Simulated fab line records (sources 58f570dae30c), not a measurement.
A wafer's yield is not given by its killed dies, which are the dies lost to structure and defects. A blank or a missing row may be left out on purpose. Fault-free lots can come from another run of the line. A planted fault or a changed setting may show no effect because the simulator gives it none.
Split-lot experiment / flow berkeley_cmos170 / 23 wafers read from 5 lots, route of 331 steps

== ON THE SPLIT ==
At UCB170_V1_CVD_00 (deposits SiO2 from TEOS/O2, target thk 2000 nm, time 250 s), the setting time_s was moved away from the recipe's 250 s on 7 of the 23 wafers read, by -12.9% to +9.4%. The other wafers ran this setting at the recipe's value.

No step appears in the file between the split and the reading.

== THE READING ==
At UCB170_V1_THK_MEAS_01: V1_TEOS_THK, given in nm. Fault-free wafers of this fab line usually give 2001 nm, standard deviation 27 nm.

wafer=L077.1; tool, chamber at the split=pecvd-01, 2; time_s as run, s=273.5; against the recipe=+9.4%; V1_TEOS_THK, nm=2188; against lot-mates on the recipe=+172
wafer=L077.2; tool, chamber at the split=pecvd-01, 0; time_s as run, s=250; against the recipe=recipe; V1_TEOS_THK, nm=1980; against lot-mates on the recipe=-
wafer=L077.4; tool, chamber at the split=pecvd-01, 1; time_s as run, s=250; against the recipe=recipe; V1_TEOS_THK, nm=2030; against lot-mates on the recipe=-
wafer=L077.5; tool, chamber at the split=pecvd-01, 0; time_s as run, s=273.5; against the recipe=+9.4%; V1_TEOS_THK, nm=2232; against lot-mates on the recipe=+216
wafer=L077.6; tool, chamber at the split=pecvd-01, 2; time_s as run, s=250; against the recipe=recipe; V1_TEOS_THK, nm=2037; against lot-mates on the recipe=-
wafer=L079.1; tool, chamber at the split=pecvd-04, 0; time_s as run, s=250; against the recipe=recipe; V1_TEOS_THK, nm=1964; against lot-mates on the recipe=-
wafer=L079.3; tool, chamber at the split=pecvd-04, 2; time_s as run, s=250; against the recipe=recipe; V1_TEOS_THK, nm=1969; against lot-mates on the recipe=-
wafer=L079.4; tool, chamber at the split=pecvd-04, 0; time_s as run, s=250; against the recipe=recipe; V1_TEOS_THK, nm=1994; against lot-mates on the recipe=-
wafer=L079.5; tool, chamber at the split=pecvd-04, 1; time_s as run, s=250; against the recipe=recipe; V1_TEOS_THK, nm=1982; against lot-mates on the recipe=-
wafer=L079.6; tool, chamber at the split=pecvd-04, 2; time_s as run, s=250; against the recipe=recipe; V1_TEOS_THK, nm=2010; against lot-mates on the recipe=-
wafer=L078.1; tool, chamber at the split=pecvd-03, 1; time_s as run, s=217.7; against the recipe=-12.9%; V1_TEOS_THK, nm=1739; against lot-mates on the recipe=-288
wafer=L078.2; tool, chamber at the split=pecvd-03, 2; time_s as run, s=217.7; against the recipe=-12.9%; V1_TEOS_THK, nm=1752; against lot-mates on the recipe=-275
wafer=L078.4; tool, chamber at the split=pecvd-03, 1; time_s as run, s=250; against the recipe=recipe; V1_TEOS_THK, nm=2043; against lot-mates on the recipe=-
wafer=L078.5; tool, chamber at the split=pecvd-03, 0; time_s as run, s=250; against the recipe=recipe; V1_TEOS_THK, nm=2011; against lot-mates on the recipe=-
wafer=L078.6; tool, chamber at the split=pecvd-03, 2; time_s as run, s=217.7; against the recipe=-12.9%; V1_TEOS_THK, nm=1807; against lot-mates on the recipe=-220
wafer=L081.1; tool, chamber at the split=pecvd-04, 1; time_s as run, s=250; against the recipe=recipe; V1_TEOS_THK, nm=1958; against lot-mates on the recipe=-
wafer=L081.2; tool, chamber at the split=pecvd-04, 0; time_s as run, s=226.9; against the recipe=-9.2%; V1_TEOS_THK, nm=1769; against lot-mates on the recipe=-213
wafer=L081.3; tool, chamber at the split=pecvd-04, 2; time_s as run, s=226.9; against the recipe=-9.2%; V1_TEOS_THK, nm=1832; against lot-mates on the recipe=-150
wafer=L081.4; tool, chamber at the split=pecvd-04, 2; time_s as run, s=250; against the recipe=recipe; V1_TEOS_THK, nm=2008; against lot-mates on the recipe=-
wafer=L081.5; tool, chamber at the split=pecvd-04, 1; time_s as run, s=250; against the recipe=recipe; V1_TEOS_THK, nm=1980; against lot-mates on the recipe=-
wafer=L085.3; tool, chamber at the split=pecvd-03, 1; time_s as run, s=250; against the recipe=recipe; V1_TEOS_THK, nm=1992; against lot-mates on the recipe=-
wafer=L085.5; tool, chamber at the split=pecvd-03, 0; time_s as run, s=250; against the recipe=recipe; V1_TEOS_THK, nm=1995; against lot-mates on the recipe=-
wafer=L085.6; tool, chamber at the split=pecvd-03, 1; time_s as run, s=250; against the recipe=recipe; V1_TEOS_THK, nm=1997; against lot-mates on the recipe=-

THE FIT
A straight line over all 23 wafers: V1_TEOS_THK changes by +19.7 nm for each +1% of time_s; r = +0.97; the points scatter about the line by 30 nm.
The same after taking each lot's own level away (the mean of its wafers on the recipe; 23 wafers): +20.2 nm for each +1%; r = +0.98; scatter 23 nm.
That fit puts the effect of the largest move of time_s on the reading at 2.6e+02 nm.
Measured against the standard deviation above, the lots' own levels, which go from 1982.0 to 2027.0 nm, span 1.7 times it.
So the lot-to-lot level changes the slope little: the two slopes agree.
Check: with one of the wafers moved furthest among these (-12.9%) left out of the fit, the line predicts -253 nm for it against its lot-mates. Against them it came out at -288 nm.

== OTHER SPLITS APPLIED TO THESE WAFERS ==
Before the reading, these wafers also passed through other splits. Each is held against what the fit with the lots' levels taken away leaves over:
other split on the same wafers=UCB170_SILICIDE_SPUTTER_01 time_s; wafers away from the commonest value=4; r with V1_TEOS_THK (lot level and that fit taken away)=-0.39
other split on the same wafers=UCB170_CONTACT_COAT_04 spin_rpm; wafers away from the commonest value=9; r with V1_TEOS_THK (lot level and that fit taken away)=-0.24
other split on the same wafers=UCB170_CONTACT_EXPOSE_12 dose_mj; wafers away from the commonest value=11; r with V1_TEOS_THK (lot level and that fit taken away)=-0.01
other split on the same wafers=UCB170_M1_COAT_04 spin_rpm; wafers away from the commonest value=9; r with V1_TEOS_THK (lot level and that fit taken away)=+0.25

== THE WHOLE CHAIN: every reading that the file lists as answering this split, in the file's order ==
step=UCB170_V1_CVD_00; what it does=deposits SiO2 from TEOS/O2, target thk 2000 nm, time 250 s; reading=SiO2_of_V1_CVD_00.thk_nm (the simulator's own value, which no gauge read); change (the file's fit)=+20.2 nm for each +1% of the setting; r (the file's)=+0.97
step=UCB170_V1_THK_MEAS_01; what it does=; reading=V1_TEOS_THK; change (the file's fit)=+20.2 for each +1% of the setting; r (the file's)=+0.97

== FILE'S OWN FIT ==
V1_TEOS_THK changes by +20.2 nm for each +1% of time_s, r = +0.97.
